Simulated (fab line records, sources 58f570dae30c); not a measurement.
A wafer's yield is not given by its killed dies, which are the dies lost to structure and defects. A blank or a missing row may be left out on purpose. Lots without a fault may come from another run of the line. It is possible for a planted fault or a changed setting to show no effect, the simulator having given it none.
Matching of chambers || flow berkeleyCmos170 || cmp-01 running UCB170_V1_CMP_02: 4 sister chambers
The step polishes SiO2. 8 wafers are shown with their chamber, then 7 later ones without.

== WAFERS PAIRED WITH THEIR CHAMBERS ==
{"wafer": "L352.6", "chamber": 1, "motorCurrentA (A)": 14.6, "retainingRingPressureFrac": 0.993}
{"wafer": "L355.5", "chamber": 2, "motorCurrentA (A)": 15.8, "retainingRingPressureFrac": 1.000}
{"wafer": "L356.4", "chamber": 2, "motorCurrentA (A)": 15.4, "retainingRingPressureFrac": 0.992}
{"wafer": "L359.3", "chamber": 1, "motorCurrentA (A)": 16.0, "retainingRingPressureFrac": 0.990}
{"wafer": "L359.5", "chamber": 3, "motorCurrentA (A)": 14.0, "retainingRingPressureFrac": 1.007}
{"wafer": "L359.6", "chamber": 0, "motorCurrentA (A)": 16.1, "retainingRingPressureFrac": 1.007}
{"wafer": "L363.4", "chamber": 0, "motorCurrentA (A)": 15.8, "retainingRingPressureFrac": 1.001}
{"wafer": "L363.5", "chamber": 3, "motorCurrentA (A)": 13.4, "retainingRingPressureFrac": 1.002}

== WAFERS WITH NO CHAMBER GIVEN ==
{"wafer": "L363.6", "motorCurrentA (A)": 15.1, "retainingRingPressureFrac": 1.003}
{"wafer": "L370.2", "motorCurrentA (A)": 15.8, "retainingRingPressureFrac": 1.003}
{"wafer": "L370.3", "motorCurrentA (A)": 14.9, "retainingRingPressureFrac": 0.996}
{"wafer": "L370.6", "motorCurrentA (A)": 15.4, "retainingRingPressureFrac": 1.001}
{"wafer": "L369.2", "motorCurrentA (A)": 16.2, "retainingRingPressureFrac": 0.997}
{"wafer": "L369.4", "motorCurrentA (A)": 15.4, "retainingRingPressureFrac": 1.003}
{"wafer": "L369.5", "motorCurrentA (A)": 13.9, "retainingRingPressureFrac": 1.002}

== EACH ONE'S CHAMBER ==
{"wafer": "L363.6", "from the rows above": "can't be placed: 0 or 2 or 3 or 1", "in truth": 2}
{"wafer": "L370.2", "from the rows above": "can't be placed: 0 or 2", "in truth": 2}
{"wafer": "L370.3", "from the rows above": "can't be placed: 2 or 1 or 0 or 3", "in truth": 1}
{"wafer": "L370.6", "from the rows above": "can't be placed: 0 or 2 or 1 or 3", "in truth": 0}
{"wafer": "L369.2", "from the rows above": "can't be placed: 2 or 0 or 1", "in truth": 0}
{"wafer": "L369.4", "from the rows above": "can't be placed: 0 or 2 or 1", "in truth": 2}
{"wafer": "L369.5", "from the rows above": 3, "in truth": 3}
Placed correctly: 1 of 7. Not placeable from these rows: 6 (in 6, the candidates include the true chamber). Placed wrongly: 0.
How it was worked out, from the rows above alone: a wafer's distance from a chamber is the root of the sum, over the readings, of the square of ((its reading less the chamber's mean) divided by the reading's scatter). The wafer belongs to the nearest chamber; if the next one is less than 2 further off, it can't be placed. A chamber's mean is the mean of its shown wafers. The scatter: the root of (the sum of the squares of (reading less its chamber's mean) over the shown wafers, divided by (wafers less chambers)).
